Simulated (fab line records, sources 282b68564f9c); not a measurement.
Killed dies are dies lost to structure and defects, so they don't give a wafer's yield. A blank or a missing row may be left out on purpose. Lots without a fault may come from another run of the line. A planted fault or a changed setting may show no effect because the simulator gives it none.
fab line records | flow rit_cmos
record lots=13 wafers=39 last_day=7
route steps=202 shown ACTIVE@16 NWELL@37 PWELL@49 GATE@95
lots that met no fault: from a run of the same line without faults
start_h: hours from the record's first day to the start of the lot's first wafer shown | wait_h: hours since the lot's step before | " the same as in the row above | L1.1+2: a row that stands for several wafers | - no value, or no start given | * or withheld: withheld | < > ~ a bound
route shown NAME@n: a module of which the file shows steps, and the number in the route of the first | usual: mean/standard deviation of fault-free wafers | same: alike in all rows | chamber/n: place in a boat | sites: the reading at each site | _std_site: their standard deviation | _edge_site: outer sites' mean less inner sites' | radius_mm: how far each site lies from the wafer's centre | mask NAME#n: copy n | behind: the tool/chamber that last shaped the wafer | hold: why the lot was held/for how many hours/how that ended | device: the transistor (n, p or np) that didn't switch | end of line: the same wafers' tests at the end of the route | a step without rows: its recipe alone | killed: dies lost to structure and defects at the first sort, not the wafer's yield | map: a wafer's dies, x killed, . not, _ none there
set.NAME: the setting as run; set.NAME@STEP: as run at that earlier step | model.NAME: the simulator's own value behind a step, which no gauge read
steps of the route over a sample of lots; a table a step, a row a wafer
services: from which hour (start_h, from the record's first day; less than 0 if before it) a tool's chamber was out of use, for how many hours, and why
## steps
# step RIT_ACTIVE_CD_MEAS_90
# recipe target_cd_nm=1400
# usual cd_nm=1399.5/2.4
# columns lot.wafer tool chamber start_h wait_h cd_nm
L179.1 cd_sem-02 - 20.14 0.1 1403.6
L179.3 " - " " 1402.8
L179.6 " - " " 1402.9
L180.1 cd_sem-02 - 25.22 0.1 1397.8
L180.3 " - " " 1397.6
L180.5 " - " " 1399.2
L181.1 cd_sem-01 - 30.20 0.1 1398.8
L181.5 " - " " 1398.6
L181.6 " - " " 1397.9
L183.2 cd_sem-02 - 40.16 0.1 1399.4
L183.3 " - " " 1401.5
L183.4 " - " " 1399.9
L184.2 cd_sem-01 - 45.04 0.1 1403.2
L184.4 " - " " 1400.7
L184.5 " - " " 1401.8
L187.3 cd_sem-01 - 60.06 0.1 1397.3
L187.4 " - " " 1397.8
L187.5 " - " " 1398.9
L190.4 cd_sem-02 - 75.08 0.1 1399.5
L190.5 " - " " 1399.5
L190.6 " - " " 1399.9
L192.1 cd_sem-01 - 85.14 0.1 1401.5
L192.2 " - " " 1400.0
L192.3 " - " " 1403.6
L194.2 cd_sem-02 - 95.04 0.1 1402.4
L194.3 " - " " 1402.8
L194.4 " - " " 1403.3
L195.1 cd_sem-01 - 100.17 0.1 1397.6
L195.4 " - " " 1397.2
L195.5 " - " " 1399.2
L196.3 cd_sem-02 - 105.18 0.1 1394.0
L196.5 " - " " 1394.0
L196.6 " - " " 1393.3
L199.1 cd_sem-02 - 120.02 0.1 1403.6
L199.3 " - " " 1401.0
L199.6 " - " " 1402.1
L201.2 cd_sem-01 - 130.16 0.1 1399.8
L201.4 " - " " 1398.6
L201.6 " - " " 1396.6
# step RIT_NWELL_STRIP_09
# recipe chemistry=O2 time_s=180 resist=NOVOLAK platen_temp_c=withheld power_w=500 pressure_mtorr=4000 o2_flow_sccm=4000
# usual drypump_motor_current_A=5.9/0.46 run_length_s=208.2/0.36
# columns lot.wafer tool chamber start_h wait_h drypump_motor_current_A rf_hours_counter_h run_length_s
L179.1 plasma_asher-04 1 25.97 0.1 5.7 40 208.4
L179.3 " 1 " " 5.7 - 207.8
L179.6 " 1 " " 5.7 - 208.1
L180.1 plasma_asher-02 1 30.92 0.1 5.1 42 208.1
L180.3 " 1 " " 5.1 - 208.7
L180.5 " 0 " " 6.2 - 207.7
L181.1 plasma_asher-03 1 35.86 0.1 5.7 42 208.3
L181.5 " 0 " " 6.7 - 208.5
L181.6 " 1 " " 5.7 - 208.8
L183.2 plasma_asher-04 0 45.76 0.1 5.9 42 207.6
L183.3 " 0 " " 5.9 - 207.5
L183.4 " 1 " " 5.7 - 208.0
L184.2 plasma_asher-03 1 51.31 0.1 5.7 43 72.7
L184.4 " 1 " " 5.7 - 72.3
L184.5 " 1 " " 5.7 - 72.1
L187.3 plasma_asher-04 1 65.64 0.1 5.7 - 208.2
L187.4 " 0 " " 5.9 - 208.0
L187.5 " 0 " " 5.9 - 208.0
L190.4 plasma_asher-04 0 80.80 0.1 5.9 - 207.6
L190.5 " 0 " " 5.9 - 207.5
L190.6 " 1 " " 5.7 - 208.7
L192.1 plasma_asher-02 0 90.69 0.1 6.1 48 208.0
L192.2 " 1 " " 5.2 48 208.2
L192.3 " 1 " " 5.1 - 208.3
L194.2 plasma_asher-02 1 100.88 0.1 5.1 49 208.9
L194.3 " 1 " " 5.1 - 208.2
L194.4 " 0 " " 6.2 - 207.9
L195.1 plasma_asher-04 0 106.89 0.1 5.9 48 208.0
L195.4 " 0 " " 5.9 - 207.4
L195.5 " 1 " " 5.7 - 208.2
L196.3 plasma_asher-03 1 110.98 0.1 5.6 - 209.2
L196.5 " 1 " " 5.7 - 208.5
L196.6 " 0 " " 6.7 - 208.0
L199.1 plasma_asher-03 1 125.75 0.1 5.7 51 208.3
L199.3 " 0 " " 6.7 - 208.2
L199.6 " 0 " " 6.7 - 208.1
L201.2 plasma_asher-02 1 135.93 0.1 5.2 53 208.1
L201.4 " 1 " " 5.2 - 208.4
L201.6 " 0 " " 6.1 - 208.3
# step RIT_PWELL_TW_MEAS_10
# usual PWELL_TW=962/14
# columns lot.wafer tool chamber start_h wait_h PWELL_TW
L179.1 film_metro-03 - 27.69 0.1 955
L179.3 " - " " 954
L179.6 " - " " 954
L180.1 film_metro-02 - 32.83 0.1 973
L180.3 " - " " 970
L180.5 " - " " 977
L181.1 film_metro-04 - 37.62 0.1 940
L181.5 " - " " 943
L181.6 " - " " 943
L183.2 film_metro-04 - 47.62 0.1 945
L183.3 " - " " 944
L183.4 " - " " 942
L184.2 film_metro-03 - 53.17 0.1 948
L184.4 " - " " 954
L184.5 " - " " 956
L187.3 film_metro-02 - 67.51 0.1 969
L187.4 " - " " 972
L187.5 " - " " 970
L190.4 film_metro-03 - 82.57 0.1 966
L190.5 " - " " 966
L190.6 " - " " 960
L192.1 film_metro-02 - 92.41 0.1 977
L192.2 " - " " 979
L192.3 " - " " 976
L194.2 film_metro-03 - 102.62 0.1 961
L194.3 " - " " 957
L194.4 " - " " 959
L195.1 film_metro-02 - 108.61 0.1 976
L195.4 " - " " 973
L195.5 " - " " 971
L196.3 film_metro-02 - 112.79 0.1 975
L196.5 " - " " 974
L196.6 " - " " 971
L199.1 film_metro-04 - 127.60 0.1 938
L199.3 " - " " 941
L199.6 " - " " 936
L201.2 film_metro-02 - 137.66 0.1 978
L201.4 " - " " 974
L201.6 " - " " 981
# step RIT_GATE_ETCH_19
# recipe chemistry=SF6/CHF3/O2 time_s=165 SF6_flow_sccm=30 CHF3_flow_sccm=30 O2_flow_sccm=5 target=poly-Si pressure_mtorr=40 rf_w=160 target_depth_a=3125 over_etch_frac=0.25 stop_on=SiO2
# usual drypump_motor_current_A=6.1/0.53 oes_product_au=0.846/0.014 throttle_valve_pct=10.33/0.08
# columns lot.wafer tool chamber start_h wait_h drypump_motor_current_A oes_product_au rf_hours_counter_h throttle_valve_pct
L179.1 rie_si-01 2 42.79 0.1 6.6 0.851 2 10.29
L179.3 " 0 " " 5.5 0.840 22 10.28
L179.6 " 2 " " 6.6 0.855 - 10.30
L180.1 rie_si-02 0 46.82 0.1 6.4 0.853 60 10.40
L180.3 " 3 " " 6.4 0.844 152 10.42
L180.5 " 1 " " 5.8 0.832 - 10.16
L181.1 rie_si-01 1 52.59 0.1 6.4 0.855 104 10.33
L181.5 " 0 " " 5.4 0.853 - 10.26
L181.6 " 1 " " 6.4 0.863 - 10.35
L183.2 rie_si-01 0 61.51 0.1 5.4 0.846 23 10.27
L183.3 " 2 " " 6.6 0.850 2 10.31
L183.4 " 1 " " 6.4 0.851 105 10.34
L187.3 rie_si-01 1 81.83 0.1 6.4 0.856 105 10.33
L187.4 " 0 " " 5.4 0.841 23 10.26
L187.5 " 3 " " 6.4 0.816 - 10.33
L190.4 rie_si-02 1 98.36 0.1 5.9 0.825 46 10.15
L190.5 " 3 " " 6.4 0.846 - 10.40
L190.6 " 2 " " 5.0 0.862 - 10.41
L192.1 rie_si-02 2 106.68 0.1 5.0 0.863 0 10.40
L192.2 " 1 " " 5.9 0.829 46 10.18
L192.3 " 0 " " 6.4 0.857 60 10.42
L194.2 rie_si-02 1 116.76 0.1 5.9 0.826 46 10.17
L194.3 " 2 " " 5.0 0.855 0 10.40
L194.4 " 2 " " 5.0 0.861 - 10.40
L195.1 rie_si-01 3 123.26 0.1 6.4 0.819 43 10.35
L195.4 " 1 " " 6.4 0.854 105 10.35
L195.5 " 3 " " 6.4 0.822 - 10.37
L196.3 rie_si-02 1 126.89 0.1 5.8 0.834 46 10.15
L196.5 " 3 " " 6.4 0.857 - 10.38
L196.6 " 0 " " 6.4 0.855 - 10.41
L199.1 rie_si-01 0 141.99 0.1 5.4 0.859 23 10.26
L199.3 " 3 " " 6.4 0.839 43 10.35
L199.6 " 2 " " 6.6 0.869 - 10.30
L201.2 rie_si-01 2 152.78 0.1 6.6 0.858 3 10.31
L201.4 " 1 " " 6.4 0.861 105 10.34
L201.6 " 2 " " 6.6 0.858 - 10.28
## services
# columns tool chamber start_h hours kind
rie_si-02 0 36.64 3.2 repair
rie_si-02 2 67.94 - clean
rie_si-02 2 67.94 26.7 scheduled_down
rie_si-02 2 67.94 26.7 vent_cycle
rie_si-02 3 101.30 - clean
rie_si-02 3 101.30 23.2 scheduled_down
rie_si-02 3 101.30 23.2 vent_cycle
plasma_asher-04 - 108.75 9.0 pm
plasma_asher-04 0 108.75 9.0 vent_cycle
plasma_asher-04 1 108.75 9.0 vent_cycle
rie_si-02 - 117.34 0.5 repair
plasma_asher-04 0 117.75 - clean
plasma_asher-04 1 117.75 - clean
plasma_asher-03 - 132.28 2.8 pm
## key
first_sign step=RIT_NWELL_STRIP_09 reading=run_length_s direction=down sigmas=99+ usual=* struck=*
effect none on later readings
met_at RIT_NWELL_STRIP_09
struck_lots L184
later_rows_left_out L184.2,L184.4,L184.5
sort_left_out L184.2,L184.4,L184.5
tester_left_out L184
not_acting_at RIT_ACTIVE_CD_MEAS_90,RIT_PWELL_TW_MEAS_10,RIT_GATE_ETCH_19
onset_between 35.86 51.31
fault kind=strip_aborted tool=plasma_asher-03 chamber=- onset_h=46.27 steps=RIT_NWELL_STRIP_09 offset=0.6 end_h=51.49
# tester_left_out: of these lots the tester's yield and bins aren't shown, on N5 and GAA mostly nor the transistor test; their killed dies are dies lost to structure and defects alone, not to doping, threshold or leakage, so they don't give the yield
# sort_left_out: the simulated sort isn't trusted on such a fault, so these wafers' sort isn't shown, and their yield isn't known
# later_rows_left_out: the simulator's readings of these wafers behind a module that went badly wrong aren't trusted and aren't shown, but for the sort
